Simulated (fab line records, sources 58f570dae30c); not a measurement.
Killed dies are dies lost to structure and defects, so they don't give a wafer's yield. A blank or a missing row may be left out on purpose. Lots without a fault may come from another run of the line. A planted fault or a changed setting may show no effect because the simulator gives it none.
fab line records | flow berkeley_cmos170
record lots=5 wafers=15 last_day=11
route steps=331 shown SILICIDE@210 CONTACT@216 M1@238
lots that met no fault: from a run of the same line without faults
start_h: hours from the record's first day to the start of the lot's first wafer shown | wait_h: hours since the lot's step before | " the same as in the row above | L1.1+2: a row that stands for several wafers | - no value, or no start given | * or withheld: withheld | < > ~ a bound
route shown NAME@n: a module of which the file shows steps, and the number in the route of the first | usual: mean/standard deviation of fault-free wafers | same: alike in all rows | chamber/n: place in a boat | sites: the reading at each site | _std_site: their standard deviation | _edge_site: outer sites' mean less inner sites' | radius_mm: how far each site lies from the wafer's centre | mask NAME#n: copy n | behind: the tool/chamber that last shaped the wafer | hold: why the lot was held/for how many hours/how that ended | device: the transistor (n, p or np) that didn't switch | end of line: the same wafers' tests at the end of the route | a step without rows: its recipe alone | killed: dies lost to structure and defects at the first sort, not the wafer's yield | map: a wafer's dies, x killed, . not, _ none there
set.NAME: the setting as run; set.NAME@STEP: as run at that earlier step | model.NAME: the simulator's own value behind a step, which no gauge read
lots at some steps of the route; a table a step, a row a wafer
services: from which hour (start_h, from the record's first day; less than 0 if before it) a tool's chamber was out of use, for how many hours, and why
## steps
# step UCB170_SILICIDE_PRE_CLEAN_00
# recipe gas=Ar preclean_etch_time_s=60
# columns lot.wafer tool chamber start_h wait_h
L076.3+5+6 pvd_sputter-04 - 187.28 0.1
L081.1+2+4 pvd_sputter-03 - 200.62 0.1
L083.1+5+6 pvd_sputter-02 - 220.93 0.1
L085.1+3+6 pvd_sputter-03 - 231.99 0.1
L086.1+2+6 pvd_sputter-03 - 232.86 0.1
# step UCB170_SILICIDE_SPUTTER_01
# recipe material=Ti target_thk_nm=30 time_s=25 power_w=1500 chamber_pressure_pa=0.5
# usual throttle_valve_pct=30.0/1.2
# columns lot.wafer tool chamber start_h wait_h throttle_valve_pct
L076.3 pvd_sputter-04 - 187.34 0.0 31.5
L076.5 " - " " 28.6
L076.6 " - " " 31.5
L081.1 pvd_sputter-03 - 200.68 0.0 27.6
L081.2 " - " " 30.1
L081.4 " - " " 30.5
L083.1 pvd_sputter-02 - 221.00 0.0 29.5
L083.5 " - " " 29.4
L083.6 " - " " 30.0
L085.1 pvd_sputter-03 - 232.05 0.0 30.1
L085.3 " - " " 27.7
L085.6 " - " " 30.1
L086.1 pvd_sputter-03 - 232.92 0.0 30.2
L086.2 " - " " 30.2
L086.6 " - " " 30.4
# step UCB170_SILICIDE_RS_MEAS_02
# recipe thk_meas_gauge=four-point-probe reads=Ti_of_SILICIDE_SPUTTER_01
# usual SILICIDE_TI_RS=26.0/0.41
# columns lot.wafer tool chamber start_h wait_h SILICIDE_TI_RS[ohm/sq]
L076.3 film_metro-02 - 187.41 0.1 26.5
L076.5 " - " " 26.3
L076.6 " - " " 26.5
L081.1 film_metro-04 - 200.72 0.0 25.6
L081.2 " - " " 25.3
L081.4 " - " " 25.9
L083.1 film_metro-04 - 221.03 0.0 26.3
L083.5 " - " " 26.2
L083.6 " - " " 26.8
L085.1 film_metro-03 - 232.08 0.0 25.7
L085.3 " - " " 25.7
L085.6 " - " " 25.6
L086.1 film_metro-04 - 232.95 0.0 25.4
L086.2 " - " " 25.4
L086.6 " - " " 25.7
# step UCB170_SILICIDE_THK_MEAS_03
# recipe thk_meas_gauge=xrf reads=Ti_of_SILICIDE_SPUTTER_01
# usual SILICIDE_TI_THK=29.9/0.42
# columns lot.wafer tool chamber start_h wait_h SILICIDE_TI_THK[nm]
L076.3 film_metro-02 - 187.51 0.1 29.4
L076.5 " - " " 29.5
L076.6 " - " " 29.4
L081.1 film_metro-04 - 200.84 0.1 30.3
L081.2 " - " " 30.8
L081.4 " - " " 30.3
L083.1 film_metro-04 - 221.15 0.1 29.7
L083.5 " - " " 30.0
L083.6 " - " " 29.4
L085.1 film_metro-03 - 232.20 0.1 30.1
L085.3 " - " " 30.0
L085.6 " - " " 30.1
L086.1 film_metro-04 - 233.07 0.1 30.7
L086.2 " - " " 30.6
L086.6 " - " " 30.4
# step UCB170_SILICIDE_RTA_04
# recipe temp_c=650 time_s=15 ambient=N2
# usual lamp_power_pct=11.3/0.4 wafer_temp_C_max=653.4/0.65
# columns lot.wafer tool chamber start_h wait_h lamp_power_pct wafer_temp_C_max
L076.3 rtp_anneal-01 0 187.58 0.1 11.7 652.7
L076.5 " 0 " " 11.8 652.2
L076.6 " 0 " " 11.7 653.4
L081.1 rtp_anneal-01 0 200.90 0.1 11.7 652.7
L081.2 " 0 " " 11.8 653.6
L081.4 " 0 " " 11.7 652.6
L083.1 rtp_anneal-01 0 221.21 0.1 11.7 653.1
L083.5 " 0 " " 11.7 651.3
L083.6 " 0 " " 11.7 652.7
L085.1 rtp_anneal-01 0 232.26 0.1 11.7 653.5
L085.3 " 0 " " 11.7 654.7
L085.6 " 0 " " 11.7 652.8
L086.1 rtp_anneal-01 0 233.13 0.1 11.7 654.4
L086.2 " 0 " " 11.7 654.2
L086.6 " 0 " " 11.7 653.0
# step UCB170_SILICIDE_WET_ETCH_05
# recipe chemistry=SPM time_s=45 temp_c=120 target=Ti
# columns lot.wafer tool chamber start_h wait_h
L076.3+5+6 wet_bench-02 3 187.73 0.1
L081.1+2+4 wet_bench-01 1 200.97 0.1
L083.1+5+6 wet_bench-03 2 221.29 0.1
L085.1+3+6 wet_bench-01 2 232.34 0.1
L086.1+2+6 wet_bench-01 0 233.21 0.1
# step UCB170_CONTACT_CLEAN_00
# recipe chemistry=SPM temp_c=120 time_s=600
# columns lot.wafer tool chamber start_h wait_h
L076.3+5+6 wet_bench-02 2 187.75 0.0
L081.1+2+4 wet_bench-03 2 200.99 0.0
L083.1+5+6 wet_bench-03 1 221.31 0.0
L085.1+3+6 wet_bench-01 2 232.36 0.0
L086.1+2+6 wet_bench-02 0 233.23 0.0
# step UCB170_CONTACT_CVD_01
# recipe material=PSG target_thk_nm=700 temp_c=450 precursor=SiH4/O2/PH3 time_s=2820 pressure_mtorr=300 sih4_flow_sccm=60 o2_flow_sccm=90 ph3_flow_sccm=25
# usual o2_flow_sccm=90.01/0.27 pressure_mtorr=299.9/0.63
# columns lot.wafer tool chamber start_h wait_h o2_flow_sccm pressure_mtorr
L076.3 lpcvd-02 0 188.65 0.7 89.61 299.7
L076.5 " 0 " " 89.60 300.8
L076.6 " 0 " " 89.64 300.5
L081.1 lpcvd-01 0 201.18 0.0 90.05 300.3
L081.2 " 0 " " 89.44 300.6
L081.4 " 0 " " 89.86 300.9
L083.1 lpcvd-02 1 221.49 0.0 90.14 299.7
L083.5 " 1 " " 90.39 300.5
L083.6 " 1 " " 90.19 300.4
L085.1 lpcvd-01 0 232.55 0.0 90.35 299.6
L085.3 " 0 " " 90.32 299.0
L085.6 " 0 " " 90.43 299.3
L086.1 lpcvd-02 1 234.74 1.3 90.00 299.5
L086.2 " 1 " " 89.98 299.5
L086.6 " 1 " " 90.21 300.4
# step UCB170_CONTACT_THK_MEAS_02
# recipe reads=PSG_of_CONTACT_CVD_01
# usual CONTACT_PSG_THK=699/5.6
# columns lot.wafer tool chamber start_h wait_h CONTACT_PSG_THK[nm]
L076.3 film_metro-01 - 190.45 0.0 697
L076.5 " - " " 693
L076.6 " - " " 695
L081.1 film_metro-01 - 203.86 0.0 700
L081.2 " - " " 700
L081.4 " - " " 699
L083.1 film_metro-03 - 223.27 0.0 714
L083.5 " - " " 705
L083.6 " - " " 703
L085.1 film_metro-01 - 234.33 0.0 687
L085.3 " - " " 688
L085.6 " - " " 694
L086.1 film_metro-01 - 236.52 0.0 701
L086.2 " - " " 705
L086.6 " - " " 702
# step UCB170_CONTACT_HMDS_03
# recipe prime_time_s=60 prime_temp_c=100
# columns lot.wafer tool chamber start_h wait_h
L076.3+5+6 litho_track-04 0 190.54 0.1
L081.1+2+4 litho_track-04 0 203.92 0.1
L083.1+5+6 litho_track-04 0 223.33 0.1
L085.1+3+6 litho_track-03 0 234.39 0.1
L086.1+2+6 litho_track-04 0 236.65 0.1
# step UCB170_CONTACT_COAT_04
# recipe resist=KrF spin_rpm=1500 resist_thk_nm=900
# columns lot.wafer tool chamber start_h wait_h
L076.3+5+6 litho_track-04 0 190.69 0.1
L081.1+2+4 litho_track-04 0 204.07 0.1
L083.1+5+6 litho_track-04 0 223.48 0.1
L085.1+3+6 litho_track-03 0 234.54 0.1
L086.1+2+6 litho_track-04 0 236.80 0.1
# step UCB170_CONTACT_SOFTBAKE_05
# recipe resist=KrF temp_c=130 time_s=60
# columns lot.wafer tool chamber start_h wait_h
L076.3+5+6 litho_track-04 0 190.84 0.1
L081.1+2+4 litho_track-04 0 204.22 0.1
L083.1+5+6 litho_track-04 0 223.63 0.1
L085.1+3+6 litho_track-03 0 234.69 0.1
L086.1+2+6 litho_track-04 0 236.95 0.1
# step UCB170_CONTACT_STRIP_06
# recipe chemistry=O2 power_w=400 pressure_mtorr=3500 platen_temp_c=withheld o2_flow_sccm=400 overash_fraction=0.5
# usual drypump_motor_current_A=5.6/0.41 o2_flow_sccm=400.0/1.8 oes_product_au=0.735/0.0044 strip_time_to_endpoint_s=21.94/0.059
# columns lot.wafer tool chamber start_h wait_h drypump_motor_current_A o2_flow_sccm oes_product_au rf_hours_counter_h strip_time_to_endpoint_s
L076.3 plasma_asher-01 0 190.98 0.1 5.3 398.8 0.732 - 22.02
L076.5 " 0 " " 5.3 400.6 0.738 - 21.96
L076.6 " 1 " " 6.1 398.6 0.737 - 21.97
L081.1 plasma_asher-01 0 204.37 0.1 5.3 399.1 0.738 50 22.01
L081.2 " 1 " " 6.2 399.3 0.737 50 21.97
L081.4 " 1 " " 6.2 400.3 0.740 - 21.99
L083.1 plasma_asher-04 0 223.78 0.1 5.0 399.9 0.736 11 21.91
L083.5 " 0 " " 5.0 399.3 0.734 - 21.85
L083.6 " 1 " " 5.2 400.9 0.735 - 21.86
L085.1 plasma_asher-01 1 234.84 0.1 6.1 400.4 0.738 53 21.83
L085.3 " 0 " " 5.3 398.3 0.740 - 21.82
L085.6 " 1 " " 6.1 398.3 0.735 - 21.82
L086.1 plasma_asher-01 0 237.10 0.1 5.3 398.5 0.742 53 21.96
L086.2 " 1 " " 6.2 398.9 0.730 53 22.02
L086.6 " 0 " " 5.3 398.4 0.742 - 22.06
# step UCB170_CONTACT_CLEAN_07
# recipe chemistry=SPM temp_c=120 time_s=600
# columns lot.wafer tool chamber start_h wait_h
L076.3+5+6 wet_bench-02 3 191.04 0.0
L081.1+2+4 wet_bench-02 1 204.47 0.1
L083.1+5+6 wet_bench-01 3 223.88 0.1
L085.1+3+6 wet_bench-01 2 234.94 0.1
L086.1+2+6 wet_bench-03 0 237.20 0.1
# step UCB170_CONTACT_RTA_08
# recipe temp_c=900 time_s=10 ambient=N2
# usual lamp_power_pct=26.4/0.92 wafer_temp_C_max=904.8/0.98
# columns lot.wafer tool chamber start_h wait_h lamp_power_pct wafer_temp_C_max
L076.3 rtp_anneal-02 0 191.24 0.0 25.6 904.2
L076.5 " 0 " " 25.5 906.1
L076.6 " 0 " " 25.5 904.2
L081.1 rtp_anneal-02 0 204.64 0.0 25.5 905.5
L081.2 " 0 " " 25.6 904.1
L081.4 " 0 " " 25.5 905.0
L083.1 rtp_anneal-02 0 224.05 0.0 25.5 906.6
L083.5 " 0 " " 25.5 905.3
L083.6 " 0 " " 25.5 906.1
L085.1 rtp_anneal-02 0 235.12 0.0 25.5 906.4
L085.3 " 0 " " 25.5 907.1
L085.6 " 0 " " 25.5 904.9
L086.1 rtp_anneal-02 0 237.37 0.0 25.5 904.6
L086.2 " 0 " " 25.5 905.5
L086.6 " 0 " " 25.5 906.1
# step UCB170_CONTACT_COAT_09
# recipe resist=BARC temp_c=withheld time_s=withheld spin_rpm=3000 resist_thk_nm=withheld
# columns lot.wafer tool chamber start_h wait_h
L076.3+5+6 litho_track-03 0 191.44 0.2
L081.1+2+4 litho_track-03 0 204.85 0.2
L083.1+5+6 litho_track-04 0 224.12 0.1
L085.1+3+6 litho_track-03 0 235.19 0.1
L086.1+2+6 litho_track-04 0 237.44 0.1
# step UCB170_CONTACT_COAT_10
# recipe resist=KrF spin_rpm=1500 resist_thk_nm=900
# columns lot.wafer tool chamber start_h wait_h
L076.3+5+6 litho_track-03 0 - -
L081.1+2+4 litho_track-03 0 - -
L083.1+5+6 litho_track-04 0 - -
L085.1+3+6 litho_track-03 0 - -
L086.1+2+6 litho_track-04 0 - -
# step UCB170_CONTACT_SOFTBAKE_11
# recipe resist=KrF temp_c=130 time_s=60
# columns lot.wafer tool chamber start_h wait_h
L076.3+5+6 litho_track-03 0 - -
L081.1+2+4 litho_track-03 0 - -
L083.1+5+6 litho_track-04 0 - -
L085.1+3+6 litho_track-03 0 - -
L086.1+2+6 litho_track-04 0 - -
# step UCB170_CONTACT_EXPOSE_12
# recipe mask_id=CONT target_cd_nm=700 na=0.5 sigma_outer=0.6 source_shape=conventional dose_mj=35
# usual exposure_dose_mJ_cm2=35.16/0.28
# columns lot.wafer tool chamber start_h wait_h mask exposure_dose_mJ_cm2
L076.3 krf_scanner-02 0 191.88 - CONT#0 34.95
L076.5 " 0 " " CONT#0 34.92
L076.6 " 0 " " CONT#0 35.01
L081.1 krf_scanner-02 0 205.42 - CONT#0 34.97
L081.2 " 0 " " CONT#0 35.02
L081.4 " 0 " " CONT#0 34.99
L083.1 krf_scanner-02 0 224.69 - CONT#0 34.96
L083.5 " 0 " " CONT#0 34.93
L083.6 " 0 " " CONT#0 34.94
L085.1 krf_scanner-01 0 235.76 - CONT#0 35.54
L085.3 " 0 " " CONT#0 35.57
L085.6 " 0 " " CONT#0 35.51
L086.1 krf_scanner-02 0 238.01 - CONT#0 34.98
L086.2 " 0 " " CONT#0 34.95
L086.6 " 0 " " CONT#0 34.99
# step UCB170_CONTACT_PEB_13
# recipe peb_temp_c=130 peb_time_s=withheld resist=KrF
# columns lot.wafer tool chamber start_h wait_h
L076.3+5+6 litho_track-03 0 192.17 0.3
L081.1+2+4 litho_track-04 0 205.88 0.4
L083.1+5+6 litho_track-04 0 224.80 0.1
L085.1+3+6 litho_track-03 0 235.88 0.1
L086.1+2+6 litho_track-04 0 238.61 0.6
# step UCB170_CONTACT_DEVELOP_14
# recipe developer=TMAH develop_time_s=45 resist=KrF dev_temp_c=21
# usual developer_temp_C=21.01/0.11
# columns lot.wafer tool chamber start_h wait_h developer_temp_C
L076.3 litho_track-03 0 - - 21.02
L076.5 " 0 " " 21.05
L076.6 " 0 " " 21.03
L081.1 litho_track-04 0 - - 21.29
L081.2 " 0 " " 21.19
L081.4 " 0 " " 21.15
L083.1 litho_track-04 0 - - 21.15
L083.5 " 0 " " 20.97
L083.6 " 0 " " 21.08
L085.1 litho_track-03 0 - - 21.06
L085.3 " 0 " " 20.90
L085.6 " 0 " " 20.86
L086.1 litho_track-04 0 - - 21.15
L086.2 " 0 " " 20.98
L086.6 " 0 " " 20.99
# step UCB170_CONTACT_CD_MEAS_15
# recipe target_cd_nm=700
# usual cd_nm=699.7/1
# columns lot.wafer tool chamber start_h wait_h cd_nm
L076.3 cd_sem-02 - 192.43 - 701.2
L076.5 " - " " 699.8
L076.6 " - " " 699.8
L081.1 cd_sem-02 - 206.16 - 699.5
L081.2 " - " " 698.1
L081.4 " - " " 698.2
L083.1 cd_sem-01 - 225.08 - 699.6
L083.5 " - " " 699.4
L083.6 " - " " 698.5
L085.1 cd_sem-01 - 236.22 - 700.0
L085.3 " - " " 697.6
L085.6 " - " " 697.9
L086.1 cd_sem-01 - 238.89 - 698.5
L086.2 " - " " 700.6
L086.6 " - " " 698.7
# step UCB170_CONTACT_OVL_MEAS_16
# usual CONTACT_OVL=0/4.3
# columns lot.wafer tool chamber start_h wait_h CONTACT_OVL[nm]
L076.3 overlay-01 - 192.53 0.1 -5
L076.5 " - " " -1
L076.6 " - " " 2
L081.1 overlay-01 - 206.28 0.1 3
L081.2 " - " " -2
L081.4 " - " " 1
L083.1 overlay-01 - 225.20 0.1 -7
L083.5 " - " " -3
L083.6 " - " " 1
L085.1 overlay-02 - 236.34 0.1 2
L085.3 " - " " -7
L085.6 " - " " 8
L086.1 overlay-01 - 239.01 0.1 3
L086.2 " - " " -1
L086.6 " - " " 1
# step UCB170_CONTACT_ETCH_17
# recipe chemistry=N2/H2 target_depth_a=withheld overetch_a=withheld target=BARC time_s=withheld source_w=500 bias_w=100 pressure_mtorr=30 n2_flow_sccm=100 h2_flow_sccm=200
# usual drypump_motor_current_A=5.8/0.51 oes_product_au=1.009/0.019 throttle_valve_pct=13.36/0.17
# columns lot.wafer tool chamber start_h wait_h drypump_motor_current_A oes_product_au throttle_valve_pct
L076.3 rie_diel-02 2 192.55 0.0 6.7 1.019 13.61
L076.5 " 3 " " 5.6 1.047 13.54
L076.6 " 0 " " 5.2 0.975 13.16
L081.1 rie_diel-04 3 206.31 0.0 6.5 1.012 13.42
L081.2 " 1 " " 5.2 0.982 13.50
L081.4 " 2 " " 5.8 1.016 13.38
L083.1 rie_diel-02 3 225.24 0.0 5.6 1.035 13.54
L083.5 " 3 " " 5.6 1.044 13.54
L083.6 " 0 " " 5.2 0.979 13.15
L085.1 rie_diel-02 0 236.37 0.0 5.2 0.968 13.15
L085.3 " 1 " " 5.3 1.021 13.39
L085.6 " 2 " " 6.7 1.015 13.63
L086.1 rie_diel-04 2 239.04 0.0 5.8 1.001 13.38
L086.2 " 1 " " 5.2 0.994 13.50
L086.6 " 3 " " 6.5 0.999 13.42
# step UCB170_CONTACT_ETCH_18
# recipe chemistry=CHF3/CF4/Ar target=PSG stop_on=TiSi2 CHF3_flow_sccm=45 cf4_flow_sccm=15 Ar_flow_sccm=150 pressure_mtorr=200 rf_w=700 target_depth_a=8400 over_etch_frac=0.2 time_s=195
# usual drypump_motor_current_A=5.8/0.51 oes_product_au=0.893/0.015 throttle_valve_pct=6.95/0.13
# columns lot.wafer tool chamber start_h wait_h drypump_motor_current_A oes_product_au rf_hours_counter_h throttle_valve_pct
L076.3 rie_diel-02 2 - - 6.7 0.896 119 7.10
L076.5 " 3 " " 5.6 0.915 - 7.06
L076.6 " 0 " " 5.2 0.875 - 6.82
L081.1 rie_diel-04 3 - - 6.5 0.884 17 7.03
L081.2 " 1 " " 5.2 0.870 75 7.05
L081.4 " 2 " " 5.8 0.884 31 7.01
L083.1 rie_diel-02 3 - - 5.6 0.934 61 7.06
L083.5 " 3 " " 5.6 0.931 - 7.06
L083.6 " 0 " " 5.1 0.872 - 6.81
L085.1 rie_diel-02 0 - - 5.2 0.867 136 6.79
L085.3 " 1 " " 5.3 0.903 36 7.04
L085.6 " 2 " " 6.7 0.891 - 7.13
L086.1 rie_diel-04 2 - - 5.8 0.890 32 7.02
L086.2 " 1 " " 5.2 0.870 76 7.04
L086.6 " 3 " " 6.4 0.896 - 7.04
# step UCB170_CONTACT_STRIP_19
# recipe chemistry=O2 power_w=400 pressure_mtorr=3500 platen_temp_c=withheld o2_flow_sccm=400 overash_fraction=0.5
# usual drypump_motor_current_A=5.5/0.41 o2_flow_sccm=400.2/1.1 oes_product_au=0.726/0.0045
# columns lot.wafer tool chamber start_h wait_h drypump_motor_current_A o2_flow_sccm oes_product_au rf_hours_counter_h
L076.3 plasma_asher-01 0 192.75 - 5.3 402.2 0.720 -
L076.5 " 0 " " 5.3 400.4 0.724 -
L076.6 " 1 " " 6.2 400.4 0.721 -
L081.1 plasma_asher-03 0 206.48 - 5.8 400.9 0.725 40
L081.2 " 1 " " 5.6 400.1 0.723 40
L081.4 " 0 " " 5.8 400.0 0.717 -
L083.1 plasma_asher-01 1 225.40 - 6.1 401.5 0.724 52
L083.5 " 1 " " 6.1 399.9 0.716 -
L083.6 " 0 " " 5.3 401.4 0.729 -
L085.1 plasma_asher-01 1 236.54 - 6.1 398.3 0.728 53
L085.3 " 0 " " 5.3 401.1 0.724 -
L085.6 " 1 " " 6.1 399.6 0.728 -
L086.1 plasma_asher-01 0 239.21 - 5.3 400.2 0.728 53
L086.2 " 1 " " 6.1 399.4 0.725 53
L086.6 " 1 " " 6.1 399.4 0.720 -
# step UCB170_CONTACT_CD_MEAS_90
# recipe target_cd_nm=700
# usual cd_nm=700.0/1.3
# columns lot.wafer tool chamber start_h wait_h cd_nm
L076.3 cd_sem-02 - 192.87 0.1 703.7
L076.5 " - " " 701.4
L076.6 " - " " 701.9
L081.1 cd_sem-01 - 206.59 0.1 698.3
L081.2 " - " " 698.9
L081.4 " - " " 698.0
L083.1 cd_sem-01 - 225.51 0.1 699.3
L083.5 " - " " 699.7
L083.6 " - " " 698.4
L085.1 cd_sem-01 - 236.70 0.1 699.7
L085.3 " - " " 698.1
L085.6 " - " " 699.1
L086.1 cd_sem-01 - 239.73 0.5 699.4
L086.2 " - " " 701.1
L086.6 " - " " 698.8
# step UCB170_CONTACT_CLEAN_20
# recipe chemistry=SPM temp_c=120 time_s=600
# columns lot.wafer tool chamber start_h wait_h
L076.3+5+6 wet_bench-03 2 192.95 0.1
L081.1+2+4 wet_bench-01 2 206.71 0.1
L083.1+5+6 wet_bench-03 0 226.20 0.7
L085.1+3+6 wet_bench-02 3 236.82 0.1
L086.1+2+6 wet_bench-01 3 239.85 0.1
# step UCB170_M1_SPUTTER_00
# recipe material=Al target_thk_nm=600 time_s=80 power_w=6000 chamber_pressure_pa=0.5
# usual throttle_valve_pct=30.2/1.2
# columns lot.wafer tool chamber start_h wait_h throttle_valve_pct
L076.3 pvd_sputter-04 - 193.12 0.0 29.3
L076.5 " - " " 29.7
L076.6 " - " " 31.6
L081.1 pvd_sputter-01 - 206.90 0.0 30.4
L081.2 " - " " 30.6
L081.4 " - " " 31.0
L083.1 pvd_sputter-02 - 226.37 0.0 30.2
L083.5 " - " " 30.3
L083.6 " - " " 29.3
L085.1 pvd_sputter-02 - 237.00 0.0 31.1
L085.3 " - " " 30.3
L085.6 " - " " 30.9
L086.1 pvd_sputter-02 - 240.02 0.0 30.5
L086.2 " - " " 29.5
L086.6 " - " " 30.0
# step UCB170_M1_RS_MEAS_01
# recipe thk_meas_gauge=four-point-probe reads=Al_of_M1_SPUTTER_00
# usual M1_AL_RS=0.0485/0.00064
# columns lot.wafer tool chamber start_h wait_h M1_AL_RS[ohm/sq]
L076.3 film_metro-04 - 193.23 0.1 0.0477
L076.5 " - " " 0.0482
L076.6 " - " " 0.0481
L081.1 film_metro-04 - 206.97 0.0 0.0491
L081.2 " - " " 0.0485
L081.4 " - " " 0.0489
L083.1 film_metro-02 - 226.44 0.0 0.0478
L083.5 " - " " 0.0476
L083.6 " - " " 0.0479
L085.1 film_metro-02 - 237.07 0.0 0.0489
L085.3 " - " " 0.0487
L085.6 " - " " 0.0486
L086.1 film_metro-02 - 240.08 0.0 0.0484
L086.2 " - " " 0.0483
L086.6 " - " " 0.0478
# step UCB170_M1_THK_MEAS_02
# recipe thk_meas_gauge=xrf reads=Al_of_M1_SPUTTER_00
# usual M1_AL_THK=598/9
# columns lot.wafer tool chamber start_h wait_h M1_AL_THK[nm]
L076.3 film_metro-04 - 193.33 0.1 613
L076.5 " - " " 606
L076.6 " - " " 605
L081.1 film_metro-04 - 207.09 0.1 592
L081.2 " - " " 604
L081.4 " - " " 602
L083.1 film_metro-02 - 226.56 0.1 609
L083.5 " - " " 615
L083.6 " - " " 609
L085.1 film_metro-02 - 237.19 0.1 598
L085.3 " - " " 599
L085.6 " - " " 599
L086.1 film_metro-02 - 240.20 0.1 602
L086.2 " - " " 605
L086.6 " - " " 610
# step UCB170_M1_COAT_03
# recipe resist=BARC temp_c=withheld time_s=withheld spin_rpm=3000 resist_thk_nm=withheld
# columns lot.wafer tool chamber start_h wait_h
L076.3+5+6 litho_track-04 0 193.42 0.1
L081.1+2+4 litho_track-01 0 207.20 0.1
L083.1+5+6 litho_track-02 0 227.12 0.5
L085.1+3+6 litho_track-01 0 237.25 0.1
L086.1+2+6 litho_track-01 0 240.26 0.1
# step UCB170_M1_COAT_04
# recipe resist=KrF spin_rpm=1500 resist_thk_nm=900
# columns lot.wafer tool chamber start_h wait_h
L076.3+5+6 litho_track-04 0 - -
L081.1+2+4 litho_track-01 0 - -
L083.1+5+6 litho_track-02 0 - -
L085.1+3+6 litho_track-01 0 - -
L086.1+2+6 litho_track-01 0 - -
# step UCB170_M1_SOFTBAKE_05
# recipe resist=KrF temp_c=130 time_s=60
# columns lot.wafer tool chamber start_h wait_h
L076.3+5+6 litho_track-04 0 - -
L081.1+2+4 litho_track-01 0 - -
L083.1+5+6 litho_track-02 0 - -
L085.1+3+6 litho_track-01 0 - -
L086.1+2+6 litho_track-01 0 - -
# step UCB170_M1_EXPOSE_06
# recipe mask_id=METAL1 target_cd_nm=700 na=0.5 sigma_outer=0.6 source_shape=conventional dose_mj=21
# usual exposure_dose_mJ_cm2=21.16/0.17
# columns lot.wafer tool chamber start_h wait_h mask exposure_dose_mJ_cm2
L076.3 krf_scanner-01 0 194.07 - METAL1#0 21.32
L076.5 " 0 " " METAL1#0 21.31
L076.6 " 0 " " METAL1#0 21.35
L081.1 krf_scanner-02 0 207.65 - METAL1#0 20.96
L081.2 " 0 " " METAL1#0 20.99
L081.4 " 0 " " METAL1#0 20.98
L083.1 krf_scanner-02 0 227.77 - METAL1#0 20.99
L083.5 " 0 " " METAL1#0 20.99
L083.6 " 0 " " METAL1#0 20.98
L085.1 krf_scanner-01 0 237.70 - METAL1#0 21.32
L085.3 " 0 " " METAL1#0 21.31
L085.6 " 0 " " METAL1#0 21.28
L086.1 krf_scanner-02 0 240.84 - METAL1#0 20.99
L086.2 " 0 " " METAL1#0 20.98
L086.6 " 0 " " METAL1#0 20.98
# step UCB170_M1_PEB_07
# recipe peb_temp_c=130 peb_time_s=withheld resist=KrF
# columns lot.wafer tool chamber start_h wait_h
L076.3+5+6 litho_track-04 0 194.32 0.2
L081.1+2+4 litho_track-01 0 207.77 0.1
L083.1+5+6 litho_track-02 0 228.12 0.3
L085.1+3+6 litho_track-04 0 238.34 0.6
L086.1+2+6 litho_track-02 0 241.21 0.3
# step UCB170_M1_DEVELOP_08
# recipe developer=TMAH develop_time_s=45 resist=KrF dev_temp_c=21
# usual developer_temp_C=20.99/0.11
# columns lot.wafer tool chamber start_h wait_h developer_temp_C
L076.3 litho_track-04 0 - - 21.20
L076.5 " 0 " " 21.05
L076.6 " 0 " " 21.13
L081.1 litho_track-01 0 - - 20.94
L081.2 " 0 " " 20.94
L081.4 " 0 " " 21.00
L083.1 litho_track-02 0 - - 20.86
L083.5 " 0 " " 20.91
L083.6 " 0 " " 20.90
L085.1 litho_track-04 0 - - 20.87
L085.3 " 0 " " 20.95
L085.6 " 0 " " 20.98
L086.1 litho_track-02 0 - - 21.15
L086.2 " 0 " " 20.95
L086.6 " 0 " " 21.03
# step UCB170_M1_CD_MEAS_09
# recipe target_cd_nm=700
# usual cd_nm=700.4/1.6
# columns lot.wafer tool chamber start_h wait_h cd_nm
L076.3 cd_sem-01 - 194.58 - 701.2
L076.5 " - " " 698.2
L076.6 " - " " 700.2
L081.1 cd_sem-01 - 208.05 - 700.2
L081.2 " - " " 699.9
L081.4 " - " " 700.6
L083.1 cd_sem-01 - 228.52 - 701.1
L083.5 " - " " 700.9
L083.6 " - " " 702.1
L085.1 cd_sem-01 - 238.61 - 700.8
L085.3 " - " " 699.2
L085.6 " - " " 700.9
L086.1 cd_sem-01 - 241.53 - 703.1
L086.2 " - " " 702.9
L086.6 " - " " 704.0
# step UCB170_M1_OVL_MEAS_10
# usual M1_OVL=-2/5
# columns lot.wafer tool chamber start_h wait_h M1_OVL[nm]
L076.3 overlay-02 - 194.67 0.1 1
L076.5 " - " " -2
L076.6 " - " " 0
L081.1 overlay-02 - 208.17 0.1 4
L081.2 " - " " -1
L081.4 " - " " 5
L083.1 overlay-02 - 228.64 0.1 -2
L083.5 " - " " -2
L083.6 " - " " -4
L085.1 overlay-02 - 238.73 0.1 -7
L085.3 " - " " -11
L085.6 " - " " -5
L086.1 overlay-01 - 241.65 0.1 1
L086.2 " - " " 1
L086.6 " - " " 5
# step UCB170_M1_ETCH_11
# recipe chemistry=N2/H2 target_depth_a=withheld overetch_a=withheld target=BARC time_s=withheld source_w=500 bias_w=100 pressure_mtorr=30 n2_flow_sccm=100 h2_flow_sccm=200
# usual drypump_motor_current_A=5.9/0.45 oes_product_au=1.008/0.023 throttle_valve_pct=13.29/0.18
# columns lot.wafer tool chamber start_h wait_h drypump_motor_current_A oes_product_au throttle_valve_pct
L076.3 rie_diel-02 1 194.70 0.0 5.3 1.023 13.40
L076.5 " 3 " " 5.6 1.050 13.52
L076.6 " 0 " " 5.2 0.981 13.18
L081.1 rie_diel-01 2 208.20 0.0 6.2 0.987 13.36
L081.2 " 3 " " 5.8 0.992 13.03
L081.4 " 2 " " 6.2 0.994 13.36
L083.1 rie_diel-02 0 228.68 0.0 5.2 0.978 13.16
L083.5 " 3 " " 5.6 1.044 13.53
L083.6 " 2 " " 6.7 1.018 13.63
L085.1 rie_diel-01 3 238.77 0.0 5.8 0.991 13.05
L085.3 " 2 " " 6.2 1.004 13.37
L085.6 " 2 " " 6.2 1.011 13.36
L086.1 rie_diel-02 2 241.69 0.0 6.7 1.014 13.62
L086.2 " 0 " " 5.2 0.966 13.18
L086.6 " 1 " " 5.4 1.024 13.39
## services
# columns tool chamber start_h hours kind
pvd_sputter-02 - 165.87 4.2 repair
krf_scanner-02 - 166.28 3.6 pm
krf_scanner-01 - 182.80 - calibration
rie_diel-01 0 192.18 - clean
rie_diel-01 0 192.18 16.1 scheduled_down
rie_diel-01 0 192.18 16.1 vent_cycle
pvd_sputter-04 - 198.61 8.8 repair
pvd_sputter-01 - 208.63 25.5 repair
lpcvd-01 - 212.02 6.1 pm
pvd_sputter-04 - 212.51 1.0 repair
krf_scanner-01 - 218.71 4.0 pm
lpcvd-01 - 221.62 0.5 repair
krf_scanner-01 - 224.25 1.3 pm
krf_scanner-01 - 226.46 0.8 repair
krf_scanner-01 - 231.96 0.8 pm
krf_scanner-02 0 233.92 - calibration
pvd_sputter-01 - 237.19 4.7 repair
## key
fault none
